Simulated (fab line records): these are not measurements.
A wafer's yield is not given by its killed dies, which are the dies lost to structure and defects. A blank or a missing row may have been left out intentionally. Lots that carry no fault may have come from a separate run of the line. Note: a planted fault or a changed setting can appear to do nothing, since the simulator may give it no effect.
fab line records || flow berkeley-cmos170
[record] {"lots": 14, "wafers": 40, "last-day": 13}
route steps=331 shown M2@275
lots that met no fault: taken from a fault-free run of the same line
start-h: hours from the record's first day to the start of the lot's first wafer shown || wait-h: time in hours since the lot's previous step || " identical to the entry in the row above || L1.1+2: several wafers, shown together as one row || - either no value or no given start || * or withheld: withheld || < > ~ a bound
route shown NAME@n: a module of which the file shows steps, and the number in the route of the first || usual: the fault-free wafers' mean and standard deviation || same: alike in all rows || chamber/n: place in a boat || sites: readings site by site || _std_site: the standard deviation of these || _edge_site: mean of outer sites minus mean of inner sites || radius-mm: how far each site lies from the wafer's centre || mask NAME#n: copy n || behind: tool/chamber where the wafer was last shaped || hold: why the lot was held/for how many hours/how that ended || device: the n, p or np transistor that did not switch || end of line: tests run on the same wafers once the route is complete || a step given without rows: its recipe and nothing more || killed: the dies lost at the first sort to structure and to defects; this is not the yield of the wafer || map: dies across one wafer; x = killed, . = not, _ = none there
set.NAME: the setting as run; set.NAME@STEP: as run at that earlier step || model.NAME: the simulator's own value behind a step, which no gauge read
one table for each step of the route and one row for each wafer, over a sample of lots
[[steps]]
[step UCB170_M2_HMDS_04]
[recipe] {"prime-time-s": 60, "prime-temp-c": 100}
[usual] {"prime-temp-c": "100.00/0.13", "resist-line-temp-C": "23.00/0.11"}
{"lot.wafer": "L299.1", "tool": "litho-track-01", "chamber": 0, "start-h": 190.13, "wait-h": 0.1, "prime-temp-c": 99.93, "resist-line-temp-C": 22.79}
{"lot.wafer": "L299.3", "tool": "litho-track-01", "chamber": 0, "start-h": 190.13, "wait-h": 0.1, "prime-temp-c": 100.22, "resist-line-temp-C": 22.94}
{"lot.wafer": "L299.6", "tool": "litho-track-01", "chamber": 0, "start-h": 190.13, "wait-h": 0.1, "prime-temp-c": 100.00, "resist-line-temp-C": 22.82}
{"lot.wafer": "L298.1", "tool": "litho-track-04", "chamber": 0, "start-h": 190.19, "wait-h": 0.1, "prime-temp-c": 100.01, "resist-line-temp-C": 22.85}
{"lot.wafer": "L298.3", "tool": "litho-track-04", "chamber": 0, "start-h": 190.19, "wait-h": 0.1, "prime-temp-c": 99.84, "resist-line-temp-C": 22.78}
{"lot.wafer": "L298.5", "tool": "litho-track-04", "chamber": 0, "start-h": 190.19, "wait-h": 0.1, "prime-temp-c": 99.73, "resist-line-temp-C": 23.00}
{"lot.wafer": "L301.1", "tool": "litho-track-02", "chamber": 0, "start-h": 190.43, "wait-h": 0.1, "prime-temp-c": 99.87, "resist-line-temp-C": 23.05}
{"lot.wafer": "L301.4", "tool": "litho-track-02", "chamber": 0, "start-h": 190.43, "wait-h": 0.1, "prime-temp-c": 99.83, "resist-line-temp-C": 23.28}
{"lot.wafer": "L301.5", "tool": "litho-track-02", "chamber": 0, "start-h": 190.43, "wait-h": 0.1, "prime-temp-c": 100.29, "resist-line-temp-C": 22.99}
{"lot.wafer": "L300.3", "tool": "litho-track-02", "chamber": 0, "start-h": 191.38, "wait-h": 0.3, "prime-temp-c": 100.00, "resist-line-temp-C": 22.99}
{"lot.wafer": "L300.5", "tool": "litho-track-02", "chamber": 0, "start-h": 191.38, "wait-h": 0.3, "prime-temp-c": 100.02, "resist-line-temp-C": 23.08}
{"lot.wafer": "L300.6", "tool": "litho-track-02", "chamber": 0, "start-h": 191.38, "wait-h": 0.3, "prime-temp-c": 100.09, "resist-line-temp-C": 22.96}
{"lot.wafer": "L303.1", "tool": "litho-track-04", "chamber": 0, "start-h": 214.06, "wait-h": 0.6, "prime-temp-c": 99.70, "resist-line-temp-C": 23.09}
{"lot.wafer": "L303.4", "tool": "litho-track-04", "chamber": 0, "start-h": 214.06, "wait-h": 0.6, "prime-temp-c": 99.83, "resist-line-temp-C": 22.85}
{"lot.wafer": "L303.5", "tool": "litho-track-04", "chamber": 0, "start-h": 214.06, "wait-h": 0.6, "prime-temp-c": 99.78, "resist-line-temp-C": 22.98}
{"lot.wafer": "L305.1", "tool": "litho-track-02", "chamber": 0, "start-h": 216.19, "wait-h": 0.7, "prime-temp-c": 99.88, "resist-line-temp-C": 22.90}
{"lot.wafer": "L305.2", "tool": "litho-track-02", "chamber": 0, "start-h": 216.19, "wait-h": 0.7, "prime-temp-c": 99.81, "resist-line-temp-C": 22.85}
{"lot.wafer": "L305.6", "tool": "litho-track-02", "chamber": 0, "start-h": 216.19, "wait-h": 0.7, "prime-temp-c": 99.96, "resist-line-temp-C": 23.11}
{"lot.wafer": "L306.1", "tool": "litho-track-04", "chamber": 0, "start-h": 229.38, "wait-h": 0.1, "prime-temp-c": 99.81, "resist-line-temp-C": 22.91}
{"lot.wafer": "L306.4", "tool": "litho-track-04", "chamber": 0, "start-h": 229.38, "wait-h": 0.1, "prime-temp-c": 99.87, "resist-line-temp-C": 22.88}
{"lot.wafer": "L306.5", "tool": "litho-track-04", "chamber": 0, "start-h": 229.38, "wait-h": 0.1, "prime-temp-c": 100.17, "resist-line-temp-C": 22.99}
{"lot.wafer": "L312.1", "tool": "litho-track-04", "chamber": 0, "start-h": 240.66, "wait-h": 0.1, "prime-temp-c": 100.15, "resist-line-temp-C": 22.91}
{"lot.wafer": "L312.3", "tool": "litho-track-04", "chamber": 0, "start-h": 240.66, "wait-h": 0.1, "prime-temp-c": 100.11, "resist-line-temp-C": 22.84}
{"lot.wafer": "L312.4", "tool": "litho-track-04", "chamber": 0, "start-h": 240.66, "wait-h": 0.1, "prime-temp-c": 100.06, "resist-line-temp-C": 22.98}
{"lot.wafer": "L316.1", "tool": "litho-track-01", "chamber": 0, "start-h": 264.00, "wait-h": 0.1, "prime-temp-c": 100.06, "resist-line-temp-C": 22.87}
{"lot.wafer": "L316.5", "tool": "litho-track-01", "chamber": 0, "start-h": 264.00, "wait-h": 0.1, "prime-temp-c": 99.98, "resist-line-temp-C": 22.87}
{"lot.wafer": "L316.6", "tool": "litho-track-01", "chamber": 0, "start-h": 264.00, "wait-h": 0.1, "prime-temp-c": 100.06, "resist-line-temp-C": 22.95}
{"lot.wafer": "L315.2", "tool": "litho-track-04", "chamber": 0, "start-h": 266.57, "wait-h": 0.1, "prime-temp-c": 99.42, "resist-line-temp-C": 22.98}
{"lot.wafer": "L315.4", "tool": "litho-track-04", "chamber": 0, "start-h": 266.57, "wait-h": 0.1, "prime-temp-c": 99.40, "resist-line-temp-C": 23.14}
{"lot.wafer": "L315.5", "tool": "litho-track-04", "chamber": 0, "start-h": 266.57, "wait-h": 0.1, "prime-temp-c": 99.34, "resist-line-temp-C": 23.21}
{"lot.wafer": "L317.5", "tool": "litho-track-04", "chamber": 0, "start-h": 285.14, "wait-h": 0.2, "prime-temp-c": 99.38, "resist-line-temp-C": 22.91}
{"lot.wafer": "L321.2", "tool": "litho-track-02", "chamber": 0, "start-h": 295.34, "wait-h": 0.1, "prime-temp-c": 99.77, "resist-line-temp-C": 22.88}
{"lot.wafer": "L321.3", "tool": "litho-track-02", "chamber": 0, "start-h": 295.34, "wait-h": 0.1, "prime-temp-c": 99.91, "resist-line-temp-C": 22.94}
{"lot.wafer": "L321.6", "tool": "litho-track-02", "chamber": 0, "start-h": 295.34, "wait-h": 0.1, "prime-temp-c": 99.88, "resist-line-temp-C": 23.00}
{"lot.wafer": "L320.1", "tool": "litho-track-01", "chamber": 0, "start-h": 296.92, "wait-h": 0.1, "prime-temp-c": 100.01, "resist-line-temp-C": 22.89}
{"lot.wafer": "L320.4", "tool": "litho-track-01", "chamber": 0, "start-h": 296.92, "wait-h": 0.1, "prime-temp-c": 100.16, "resist-line-temp-C": 23.00}
{"lot.wafer": "L320.5", "tool": "litho-track-01", "chamber": 0, "start-h": 296.92, "wait-h": 0.1, "prime-temp-c": 99.91, "resist-line-temp-C": 23.05}
{"lot.wafer": "L319.1", "tool": "litho-track-02", "chamber": 0, "start-h": 301.68, "wait-h": 0.4, "prime-temp-c": 99.98, "resist-line-temp-C": 22.96}
{"lot.wafer": "L319.2", "tool": "litho-track-02", "chamber": 0, "start-h": 301.68, "wait-h": 0.4, "prime-temp-c": 99.96, "resist-line-temp-C": 23.08}
{"lot.wafer": "L319.5", "tool": "litho-track-02", "chamber": 0, "start-h": 301.68, "wait-h": 0.4, "prime-temp-c": 99.87, "resist-line-temp-C": 23.02}
[[key]]
[first-sign] {"step": "UCB170_M2_HMDS_04", "reading": "prime-temp-c", "direction": "down", "sigmas": 4.6, "usual": "*", "struck": "*"}
effect none on later readings
met-at UCB170_M2_HMDS_04
struck-lots L315,L317
onset-between 240.66 266.57
[fault] {"kind": "process-parameter-drift", "tool": "litho-track-04", "chamber": "-", "onset-h": 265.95, "steps": "UCB170_M2_HMDS_04", "channel": "prime-temp-c", "offset": "*", "shape": "step", "end-h": 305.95, "acts-in": "*", "stated": "*"}
